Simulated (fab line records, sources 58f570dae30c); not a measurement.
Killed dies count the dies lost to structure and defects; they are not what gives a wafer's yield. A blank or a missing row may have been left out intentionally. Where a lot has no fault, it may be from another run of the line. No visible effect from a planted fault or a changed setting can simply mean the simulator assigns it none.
Split-lot study + flow berkeley-cmos170 + 5 lots, 23 wafers read, on a route of 331 steps

== ABOUT THE SPLIT ==
At UCB170_GATE_OXIDATION_01 (target thk 6.6 nm, ox time 1800 s), the setting ox-time-s was moved away from the recipe's 1800 s on 20 of the 23 wafers read, by -7.8% to +11.2%. All remaining wafers had this setting at the recipe value.

Between the split and the reading, the file records no step.

== THE READING ==
At UCB170_GATE_THK_MEAS_02: GATE_OXIDE_THK, given in nm. Typical for fault-free wafers on this fab line: 6.61 nm, with standard deviation 0.1 nm.

| wafer  | tool, chamber at the split | ox-time-s as run, s | against the recipe | GATE_OXIDE_THK, nm | against lot-mates on the recipe |
|--------|----------------------------|---------------------|--------------------|--------------------|---------------------------------|
| L074.1 | -, -                       | 1966                | +9.2%              | 7.24               | no lot-mate on the recipe       |
| L074.2 | -, -                       | 1966                | +9.2%              | 7.19               | no lot-mate on the recipe       |
| L074.4 | -, -                       | 1966                | +9.2%              | 7.16               | no lot-mate on the recipe       |
| L074.5 | -, -                       | 1966                | +9.2%              | 7.20               | no lot-mate on the recipe       |
| L074.6 | -, -                       | 1966                | +9.2%              | 7.21               | no lot-mate on the recipe       |
| L076.1 | -, -                       | 1659                | -7.8%              | 6.38               | no lot-mate on the recipe       |
| L076.3 | -, -                       | 1659                | -7.8%              | 6.23               | no lot-mate on the recipe       |
| L076.4 | -, -                       | 1659                | -7.8%              | 6.28               | no lot-mate on the recipe       |
| L076.5 | -, -                       | 1659                | -7.8%              | 6.20               | no lot-mate on the recipe       |
| L076.6 | -, -                       | 1659                | -7.8%              | 6.26               | no lot-mate on the recipe       |
| L082.1 | -, -                       | 1901                | +5.6%              | 6.93               | no lot-mate on the recipe       |
| L082.2 | -, -                       | 1901                | +5.6%              | 6.86               | no lot-mate on the recipe       |
| L082.4 | -, -                       | 1901                | +5.6%              | 6.82               | no lot-mate on the recipe       |
| L082.5 | -, -                       | 1901                | +5.6%              | 6.95               | no lot-mate on the recipe       |
| L082.6 | -, -                       | 1901                | +5.6%              | 6.80               | no lot-mate on the recipe       |
| L083.1 | furnace-03, 0              | 1800                | recipe             | 6.64               | -                               |
| L083.5 | furnace-03, 0              | 1800                | recipe             | 6.56               | -                               |
| L083.6 | furnace-03, 0              | 1800                | recipe             | 6.52               | -                               |
| L084.1 | -, -                       | 2001                | +11.2%             | 7.22               | no lot-mate on the recipe       |
| L084.2 | -, -                       | 2001                | +11.2%             | 7.26               | no lot-mate on the recipe       |
| L084.3 | -, -                       | 2001                | +11.2%             | 7.24               | no lot-mate on the recipe       |
| L084.4 | -, -                       | 2001                | +11.2%             | 7.21               | no lot-mate on the recipe       |
| L084.6 | -, -                       | 2001                | +11.2%             | 7.28               | no lot-mate on the recipe       |

THE FIT
A straight line over all 23 wafers: GATE_OXIDE_THK changes by +0.0529 nm for each +1% of ox-time-s; r = +0.98; the points scatter about the line by 0.076 nm.
Too few moved wafers have a lot-mate on the recipe to fit a line with each lot's own level taken away.

== THE WHOLE CHAIN: every reading that the file lists as answering this split, in the file's order ==
| step                     | what it does                      | reading                                                                           | change (the file's fit)                | r (the file's) |
|--------------------------|-----------------------------------|-----------------------------------------------------------------------------------|----------------------------------------|----------------|
| UCB170_GATE_OXIDATION_01 | target thk 6.6 nm, ox time 1800 s | SiO2_of_GATE_OXIDATION_01.thk-nm (the simulator's own value, which no gauge read) | +0.0528 nm for each +1% of the setting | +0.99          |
| UCB170_GATE_THK_MEAS_02  |                                   | GATE_OXIDE_THK                                                                    | +0.0528 for each +1% of the setting    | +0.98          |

== THE FILE'S OWN FIT ==
GATE_OXIDE_THK changes by +0.0528 nm for each +1% of ox-time-s, r = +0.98.
